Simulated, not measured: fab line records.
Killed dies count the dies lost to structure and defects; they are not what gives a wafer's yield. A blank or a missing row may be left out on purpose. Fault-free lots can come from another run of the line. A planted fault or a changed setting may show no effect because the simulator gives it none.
2 desks looking at one fault    flow berkeley cmos170    only its own numbers are on each desk; what lay behind them is given at the end

AT THE METROLOGY DESK
Lot by lot, what the gauges showed, no matter which tool ran the lot: averages of those sampled wafers that carry a number. If a lot's mean is further than 4 standard deviations from the usual mean, the lot is out of limits and carries the mark OUT (the distance appears in the brackets).
Columns: A = cd nm at UCB170_CONTACT_CD_MEAS_15, usual 699.9 nm; B = V1_BOW at UCB170_V1_BOW_MEAS_03, usual 19 um; C = M2_AL_RS at UCB170_M2_RS_MEAS_02, usual 0.0323 ohm/sq; D = M2_AL_THK at UCB170_M2_THK_MEAS_03, usual 912 nm; E = cd nm at UCB170_M2_CD_MEAS_90, usual 701 nm
lot   first seen here  A      B   C                  D               E
L448  day 8 13:58      699.9  14  0.0326             908             699
L450  day 8 15:01      697.9  21  0.0323             904             702
L447  day 8 15:08      700.4  21  0.0321             916             704
L449  day 8 15:23      699.5  21  0.0320             921             704
L446  day 8 15:52      702.3  31  0.0319             915             701
L453  day 9 13:33      698.6  22  0.0328             902             703
L451  day 9 15:33      698.6  15  0.0328             903             702
L457  day 9 21:56      699.5  18  0.0327             892             701
L456  day 9 23:07      698.1  24  0.0340 (+4.6) OUT  866 (-4.2) OUT  699
L462  day 11 07:10     700.3  19  0.0320             917             698
L461  day 11 07:16     702.2  16  0.0323             924             701
L464  day 12 02:51     699.0  17  0.0328             904             697
L466  day 12 13:53     701.4  18  0.0326             908             700
Finding of this desk: L456 out of limits, first seen on L456 at day 10 07:08 (M2_AL_RS at UCB170_M2_RS_MEAS_02). In limits: L448, L450, L447, L449, L446, L453, L451, L457, L462, L461, L464, L466.

FOR THE TOOL OWNER'S DESK: pvd sputter-03
The tool's own readings at UCB170_M2_SPUTTER_01 (material Al, target thk 900 nm, time 120 s): means of the sampled wafers that have a number, for each lot that ran on this tool. If a lot's mean is further than 4 standard deviations from the usual mean, the lot is out of limits and carries the mark OUT (the distance appears in the brackets).
Columns: A = chamber pressure pa at UCB170_M2_SPUTTER_01, usual 0.5000 Pa; B = throttle valve pct at UCB170_M2_SPUTTER_01, usual 29.9 %
lot   first seen here  A                         B
L448  day 8 23:29      0.4997                    28.7
L446  day 9 00:06      0.4991                    29.9
L451  day 9 23:32      0.4998                    29.6
L456  day 10 07:02     0.5941 (+99 or more) OUT  28.2
Finding of this desk: L456 out of limits; the first was L456 at day 10 07:02, on chamber pressure pa at UCB170_M2_SPUTTER_01. In limits: L448, L446, L451.

BROUGHT TOGETHER
An alarm could have come from the tool owner's desk at day 10 07:02, on L456.
Metrology desk: alarm possible at day 10 07:08 on L456.
On pvd sputter-03, each named lot ran UCB170_M2_SPUTTER_01.

WHAT WAS PUT IN BY THE SIMULATOR
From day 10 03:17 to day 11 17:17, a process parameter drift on pvd sputter-03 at UCB170_M2_SPUTTER_01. Setting chamber pressure pa, moved by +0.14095, from 0.5. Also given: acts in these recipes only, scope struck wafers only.
Struck lots among those shown: L456.
Time in hours from fault onset to the first out-of-limits reading at each desk: tool owner's desk 4, metrology desk 4.
